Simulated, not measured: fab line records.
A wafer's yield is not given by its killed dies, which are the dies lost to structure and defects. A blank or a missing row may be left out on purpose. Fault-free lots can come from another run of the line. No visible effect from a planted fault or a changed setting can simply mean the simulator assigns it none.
What tool caused it? | flow rit_cmos | 14 lots with 42 wafers sampled at 5 steps, on a route of 202 steps

## WHAT THE GAUGES SHOWED, per wafer
RIT_GATE_THK_MEAS_07. Usual: GATE_OXIDE_THK 3.03 nm, standard deviation 0.059.
lot  | measured    | on            | GATE_OXIDE_THK (nm) | flag
L537 | day 2 14:26 | film_metro-02 | 3.10 3.02 2.98      |
L539 | day 3 04:47 | film_metro-04 | 3.03 3.05 3.07      |
L541 | day 3 15:25 | film_metro-01 | 3.00 3.07 2.99      |
L543 | day 4 03:34 | film_metro-02 | 3.01 3.10 3.02      |
L544 | day 4 07:31 | film_metro-04 | 2.97 2.96 2.93      |
L545 | day 4 09:17 | film_metro-02 | 3.02 3.00 3.07      |
L546 | day 4 13:28 | film_metro-01 | 3.11 3.07 3.09      |
L547 | day 4 18:48 | film_metro-04 | 2.95 2.94 2.90      |
L549 | day 5 01:32 | film_metro-01 | 3.04 3.00 2.96      |
L550 | day 5 06:46 | film_metro-01 | 2.91 3.02 3.06      |
L552 | day 5 17:16 | film_metro-02 | 2.54 2.56 2.52      | OFF
L553 | day 5 18:52 | film_metro-01 | 2.43 2.41 2.45      | OFF
L559 | day 7 01:30 | film_metro-01 | 3.02 2.98 3.02      |
L560 | day 7 05:47 | film_metro-02 | 3.04 3.03 3.10      |

RIT_PSD_TW_MEAS_10. Usual: PSD_TW 3416, standard deviation 35.
lot  | measured    | on            | PSD_TW         | flag
L537 | day 3 05:58 | film_metro-03 | 3389 3370 3395 |
L539 | day 3 21:40 | film_metro-02 | 3397 3398 3393 |
L541 | day 4 06:46 | film_metro-04 | 3475 3458 3436 |
L543 | day 4 18:31 | film_metro-03 | 3416 3400 3408 |
L544 | day 5 00:35 | film_metro-02 | 3381 3383 3388 |
L545 | day 5 03:21 | film_metro-03 | 3396 3396 3399 |
L546 | day 5 06:17 | film_metro-03 | 3399 3410 3409 |
L547 | day 5 10:20 | film_metro-03 | 3428 3402 3415 |
L549 | day 5 18:47 | film_metro-02 | 3376 3375 3393 |
L550 | day 5 23:00 | film_metro-04 | 3474 3478 3455 |
L552 | day 6 09:24 | film_metro-03 | 3393 3405 3396 |
L553 | day 6 12:08 | film_metro-03 | 3399 3423 3406 |
L559 | day 7 16:46 | film_metro-03 | 3414 3418 3411 |
L560 | day 7 21:58 | film_metro-04 | 3483 3468 3492 |

RIT_CONTACT_CD_MEAS_90: target cd 1000 nm. Usual: 1000.8 nm for cd_nm, sd 2.3.
lot  | measured    | on        | cd_nm (nm)           | flag
L537 | day 3 09:20 | cd_sem-01 | 999.6 999.1 1001.8   |
L539 | day 4 00:58 | cd_sem-02 | 1002.0 1001.8 1000.8 |
L541 | day 4 10:13 | cd_sem-02 | 1001.3 1000.5 1003.0 |
L543 | day 4 21:45 | cd_sem-01 | 996.8 995.2 997.4    |
L544 | day 5 04:05 | cd_sem-02 | 1001.1 1002.4 1000.6 |
L545 | day 5 06:43 | cd_sem-02 | 998.1 995.9 998.3    |
L546 | day 5 09:36 | cd_sem-01 | 999.1 1001.3 999.8   |
L547 | day 5 13:55 | cd_sem-01 | 1001.2 1001.9 1003.1 |
L549 | day 5 22:11 | cd_sem-01 | 1003.1 999.2 1003.5  |
L550 | day 6 02:25 | cd_sem-02 | 1002.8 1001.9 1003.6 |
L552 | day 6 12:50 | cd_sem-01 | 1001.1 1002.0 1001.1 |
L553 | day 6 15:30 | cd_sem-02 | 1002.9 1004.9 1002.7 |
L559 | day 7 20:18 | cd_sem-02 | 1000.9 999.6 999.7   |
L560 | day 8 01:21 | cd_sem-02 | 1000.5 1000.9 1002.4 |

## EACH LOT AND THE TOOL THAT RAN IT (in order: tool; ch and the chambers of the sampled wafers; start)
lot  | RIT_GATE_OXIDATION_05        | RIT_PLDD_STRIP_09
L537 | furnace-04 ch 0, day 2 11:34 | plasma_asher-01 ch 0,1, day 3 00:07
L539 | furnace-01 ch 0, day 2 22:38 | plasma_asher-04 ch 0, day 3 16:01
L541 | furnace-03 ch 0, day 3 13:07 | plasma_asher-03 ch 0,1, day 4 01:14
L543 | furnace-01 ch 0, day 3 23:46 | plasma_asher-03 ch 0,1, day 4 12:53
L544 | furnace-03 ch 0, day 4 04:53 | plasma_asher-04 ch 0,1, day 4 17:52
L545 | furnace-04 ch 0, day 4 06:38 | plasma_asher-01 ch 0,1, day 4 20:29
L546 | furnace-04 ch 0, day 4 11:13 | plasma_asher-03 ch 0,1, day 5 00:26
L547 | furnace-04 ch 0, day 4 16:46 | plasma_asher-03 ch 0,1, day 5 04:30
L549 | furnace-01 ch 0, day 4 22:54 | plasma_asher-01 ch 1, day 5 13:08
L550 | furnace-01 ch 0, day 5 04:05 | plasma_asher-04 ch 0,1, day 5 17:13
L552 | furnace-01 ch 0, day 5 15:56 | plasma_asher-03 ch 0,1, day 6 03:43
L553 | furnace-01 ch 0, day 5 17:32 | plasma_asher-01 ch 0,1, day 6 06:18
L559 | furnace-03 ch 0, day 7 00:10 | plasma_asher-03 ch 0,1, day 7 11:14
L560 | furnace-03 ch 0, day 7 03:32 | plasma_asher-01 ch 1, day 7 16:15
- RIT_GATE_OXIDATION_05: target thk 3 nm, ox time 270 s.
- RIT_PLDD_STRIP_09: strips in O2, time 180 s.

## WHAT THE TOOLS THEMSELVES READ (means of the sampled wafers that have a number; where no wafer has one, the mark that the record gives instead)
RIT_GATE_OXIDATION_05. Usual: spike_tc_centre_C 901.9 C, standard deviation 1.7; spike_tc_load_C 926.6 C, standard deviation 1.7; spike_tc_source_C 923.3 C, standard deviation 1.2; tube_center_temp_C 900 C, standard deviation 0.087; tube_center_temp_C_max 902.3, standard deviation 0.36; zone_power_load_pct 26.5 %, standard deviation 1.3.
lot  | tool       | spike_tc_centre_C (C) | spike_tc_load_C (C) | spike_tc_source_C (C) | tube_center_temp_C (C) | tube_center_temp_C_max | zone_power_load_pct (%) | flag
L537 | furnace-04 | 904.5                 | 926.8               | 923.0                 | 900                    | 902.2                  | 27.5                    |
L539 | furnace-01 | 901.2                 | 927.9               | 924.3                 | 900                    | 902.4                  | 25.0                    |
L541 | furnace-03 | 901.0                 | 925.5               | 924.1                 | 900                    | 902.3                  | 27.2                    |
L543 | furnace-01 | 901.4                 | 928.2               | 922.1                 | 900                    | 902.4                  | 24.8                    |
L544 | furnace-03 | 900.4                 | 924.1               | 924.0                 | 900                    | 901.9                  | 26.9                    |
L545 | furnace-04 | 903.7                 | 926.5               | 923.2                 | 900                    | 902.6                  | 28.2                    |
L546 | furnace-04 | 903.8                 | 926.5               | 923.2                 | 900                    | 902.3                  | 27.8                    |
L547 | furnace-04 | 904.3                 | 927.2               | 923.1                 | 900                    | 901.9                  | 27.5                    |
L549 | furnace-01 | 900.7                 | 928.0               | 922.4                 | 900                    | 902.2                  | 25.2                    |
L550 | furnace-01 | 900.9                 | 928.1               | 922.3                 | 900                    | 902.0                  | 25.0                    |
L552 | furnace-01 | 884.1                 | 912.3               | 907.0                 | 884                    | 886.2                  | 24.1                    | OFF
L553 | furnace-01 | 885.3                 | 912.1               | 906.9                 | 884                    | 886.2                  | 24.0                    | OFF
L559 | furnace-03 | 901.5                 | 924.9               | 925.0                 | 900                    | 902.3                  | 27.1                    |
L560 | furnace-03 | 901.4                 | 925.7               | 925.0                 | 900                    | 902.6                  | 27.0                    |

RIT_PLDD_STRIP_09. Usual: 5.80 A for drypump_motor_current_A, sd 0.16.
lot  | tool            | drypump_motor_current_A (A) | flag
L537 | plasma_asher-01 | 5.78                        |
L539 | plasma_asher-04 | 6.19                        |
L541 | plasma_asher-03 | 5.68                        |
L543 | plasma_asher-03 | 5.68                        |
L544 | plasma_asher-04 | 6.19                        |
L545 | plasma_asher-01 | 5.81                        |
L546 | plasma_asher-03 | 5.68                        |
L547 | plasma_asher-03 | 5.68                        |
L549 | plasma_asher-01 | 5.77                        |
L550 | plasma_asher-04 | 6.20                        |
L552 | plasma_asher-03 | 5.68                        |
L553 | plasma_asher-01 | 5.77                        |
L559 | plasma_asher-03 | 5.68                        |
L560 | plasma_asher-01 | 5.76                        |

## THE ANSWER, worked out from the rows above alone
Rule: take the mean of a lot's wafers that have a number; if it is more than 3 standard deviations from the usual mean, the lot is off. Also off: a lot with no number at a reading for which 4 or more lots have one. The other lots that the step has rows for count as sound. The gauges are gone through in route order, then the tools' own readings, and for those a lot's mean is taken as printed above. At the first step where some lot is off, the reading lying furthest off is the one used; lots without a number count as furthest.
Off: L552, L553, seen at RIT_GATE_THK_MEAS_07 (GATE_OXIDE_THK).
A tool fits if, at a process step before that reading, it ran every lot that is off, and no sound lot after the first of them. The gauges at RIT_GATE_THK_MEAS_07 aren't tried: what is off there is off at RIT_GATE_OXIDATION_05 too, on other tools, and a gauge's error can't cause that. One fits: furnace-01 at RIT_GATE_OXIDATION_05. Its last sound lot is L550 (day 5 04:05), its first lot that is off L552 (day 5 15:56): a fault that began between those two fits.
The tool's own readings at RIT_GATE_OXIDATION_05 bear it out: on the lots that are off they differ by more than 5 times the standard deviation of the sound lots' means. spike_tc_centre_C reads 884.7 C there against 902.1 C on the sound lots; spike_tc_load_C reads 912.2 C there against 926.6 C on the sound lots; spike_tc_source_C reads 907.0 C there against 923.5 C on the sound lots; tube_center_temp_C reads 884 C there against 900 C on the sound lots; tube_center_temp_C_max reads 886.2 there against 902.3 on the sound lots.

## WHAT THE SIMULATOR HAD INSERTED
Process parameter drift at RIT_GATE_OXIDATION_05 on furnace-01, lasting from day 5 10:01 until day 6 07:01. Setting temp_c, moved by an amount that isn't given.
Struck lots among those shown: L552, L553. The same result came from the rule above.
